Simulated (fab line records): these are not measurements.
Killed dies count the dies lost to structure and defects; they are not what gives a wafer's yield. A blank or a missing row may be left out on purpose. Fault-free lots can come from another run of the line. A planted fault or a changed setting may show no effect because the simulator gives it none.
2 desks, one fault :: flow berkeleyCmos170 :: each desk holds nothing but its own numbers, with what lay behind them at the end
Where a reading is given only as a bound, like >300, the bound stands for it, and a mean or a difference that rests on one is marked > or <: the true number lies beyond.

METROLOGY DESK
Lot by lot, what the gauges showed, no matter which tool ran the lot: averages of those sampled wafers that carry a number. Any lot whose mean is over 4 standard deviations away from the usual mean is out of limits and marked OUT; that distance is given in the brackets.
Columns: A = M3_AL_RS at UCB170_M3_RS_MEAS_02, usual 0.0323 ohm/sq; B = M3_AL_THK at UCB170_M3_THK_MEAS_03, usual 888 nm
lot: L698
first seen here: day 9 00:24
A: 0.0323
B: 893

lot: L699
first seen here: day 9 01:52
A: 0.0328
B: 872

lot: L700
first seen here: day 9 02:17
A: 0.0323
B: 893

lot: L702
first seen here: day 10 00:05
A: 0.0324
B: 878

lot: L706
first seen here: day 11 11:34
A: 0.0322
B: 886

lot: L705
first seen here: day 11 11:55
A: -
B: <0 (<-74) OUT

lot: L707
first seen here: day 11 15:47
A: -
B: <0 (<-74) OUT

lot: L711
first seen here: day 12 09:37
A: 0.0320
B: 899

lot: L715
first seen here: day 13 10:20
A: 0.0323
B: 894

lot: L716
first seen here: day 13 12:19
A: 0.0318
B: 901

lot: L718
first seen here: day 13 20:38
A: 0.0322
B: 890

lot: L721
first seen here: day 14 05:55
A: 0.0323
B: 888

lot: L720
first seen here: day 14 08:19
A: 0.0323
B: 888

lot: L719
first seen here: day 14 10:37
A: 0.0326
B: 884
Per this desk, out of limits: L705, L707; the first was L705, day 11 11:55 (M3_AL_THK at UCB170_M3_THK_MEAS_03). L698, L699, L700, L702, L706, L711, L715, L716, L718, L721, L720, L719: within limits.

THE TOOL OWNER'S DESK: pvdSputter-04
The tool's own readings at UCB170_M3_SPUTTER_01 (material Al, target thk 900 nm, time 120 s): means of the sampled wafers that have a number, for each lot that ran on this tool. Any lot whose mean is over 4 standard deviations away from the usual mean is out of limits and marked OUT; that distance is given in the brackets.
Columns: A = cathodeDcPowerW at UCB170_M3_SPUTTER_01, usual 6000.1 W; B = chamberPressurePa at UCB170_M3_SPUTTER_01, usual 0.5000 Pa; C = throttleValvePct at UCB170_M3_SPUTTER_01, usual 29.9 %
lot: L702
first seen here: day 9 23:59
A: 6001.1
B: 0.4999
C: 30.7

lot: L711
first seen here: day 12 09:28
A: 5999.1
B: 0.4992
C: 29.6

lot: L715
first seen here: day 13 10:14
A: 5999.6
B: 0.4998
C: 29.6

lot: L718
first seen here: day 13 20:32
A: 6001.0
B: 0.5001
C: 29.8

lot: L721
first seen here: day 14 05:50
A: 5999.7
B: 0.4992
C: 29.7

lot: L719
first seen here: day 14 10:32
A: 6000.4
B: 0.4996
C: 29.7
This desk's finding: nothing out of limits on any of the 6 lots.

TAKEN TOGETHER
The metrology desk could have raised an alarm at day 11 11:55, on L705, L707.
The tool owner's desk saw nothing out of limits.
The tool owner's desk has no number on record for L705, L707.
Every lot named ran UCB170_M3_SPUTTER_01 on pvdSputter-04.

WHAT HAD BEEN PUT IN BY THE SIMULATOR
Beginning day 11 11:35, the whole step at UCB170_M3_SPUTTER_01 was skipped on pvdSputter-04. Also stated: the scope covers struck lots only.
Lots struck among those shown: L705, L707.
Per desk, hours elapsed from the start of the fault to the first reading out of limits: for the metrology desk, 0.
